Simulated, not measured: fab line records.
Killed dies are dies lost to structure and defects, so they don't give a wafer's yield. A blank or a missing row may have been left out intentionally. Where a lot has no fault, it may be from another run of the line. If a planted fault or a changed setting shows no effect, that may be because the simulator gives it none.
2 desks, one fault | flow rit_cmos | numbers are kept per desk, each desk with only its own; the story behind them comes last

== TOOL OWNER'S DESK, implanter-03 ==
The tool's own readings at RIT_NWELL_IMPLANT_08, given as means over the sampled wafers that have a number, one for each lot that went through this tool. A lot is out of limits, marked OUT, if its mean lies more than 4 standard deviations from the usual mean; the brackets give that distance.
Columns: A = dose_ions_cm2 at RIT_NWELL_IMPLANT_08, usual 5e+13; B = faraday_current_uA at RIT_NWELL_IMPLANT_08, usual 159
lot  | first seen here | A                       | B
L360 | day 2 08:30     | 5e+13                   | 159
L363 | day 2 22:06     | 5e+13                   | 159
L370 | day 4 12:36     | 7e+13 (+99 or more) OUT | 206 (+15) OUT
L372 | day 4 21:19     | 6e+13 (+99 or more) OUT | 207 (+15) OUT
This desk's finding: out of limits on L370, L372; first on L370, day 4 12:36 (dose_ions_cm2 at RIT_NWELL_IMPLANT_08). Within limits: L360, L363.

== FROM THE METROLOGY DESK ==
Lot by lot, what the gauges showed, no matter which tool ran the lot: averages of those sampled wafers that carry a number. A lot is out of limits, marked OUT, if its mean lies more than 4 standard deviations from the usual mean; the brackets give that distance.
Columns: A = NWELL_TW at RIT_NWELL_TW_MEAS_10, usual 2134; B = NWELL_RS at RIT_WELLDRIVE_RS_MEAS_01, usual 276.0 ohm/sq
lot  | first seen here | A              | B
L358 | day 1 21:22     | 2146           | 275.5
L359 | day 2 01:55     | 2143           | 276.1
L360 | day 2 08:50     | 2149           | 275.8
L361 | day 2 13:26     | 2143           | 275.5
L362 | day 2 18:35     | 2146           | 274.4
L363 | day 2 22:25     | 2134           | 276.2
L370 | day 4 12:56     | 2318 (+15) OUT | 236.8 (-56) OUT
L372 | day 4 21:36     | 2331 (+16) OUT | 234.9 (-59) OUT
L374 | day 5 06:35     | 2127           | 276.2
L375 | day 5 10:01     | 2133           | 276.2
L376 | day 5 15:31     | 2138           | 276.0
L378 | day 6 00:50     | 2110           | 277.0
L379 | day 6 08:22     | 2109           | 276.6
L381 | day 6 17:12     | 2139           | 276.6
This desk's finding: out of limits on L370, L372; first on L370, day 4 12:56 (NWELL_TW at RIT_NWELL_TW_MEAS_10). Within limits: L358, L359, L360, L361, L362, L363, L374, L375, L376, L378, L379, L381.

== TAKEN TOGETHER ==
The tool owner's desk could have raised an alarm at day 4 12:36, on L370, L372.
An alarm was possible from the metrology desk at day 4 12:56, on L370, L372.
Of the lots named, all ran RIT_NWELL_IMPLANT_08 on implanter-03.

== WHAT HAD BEEN PUT IN BY THE SIMULATOR ==
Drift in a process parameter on implanter-03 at RIT_NWELL_IMPLANT_08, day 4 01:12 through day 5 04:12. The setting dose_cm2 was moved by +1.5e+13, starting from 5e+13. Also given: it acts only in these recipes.
Lots struck among those shown: L370, L372.
Time in hours from fault onset to the first out-of-limits reading at each desk: tool owner's desk 11, metrology desk 12.
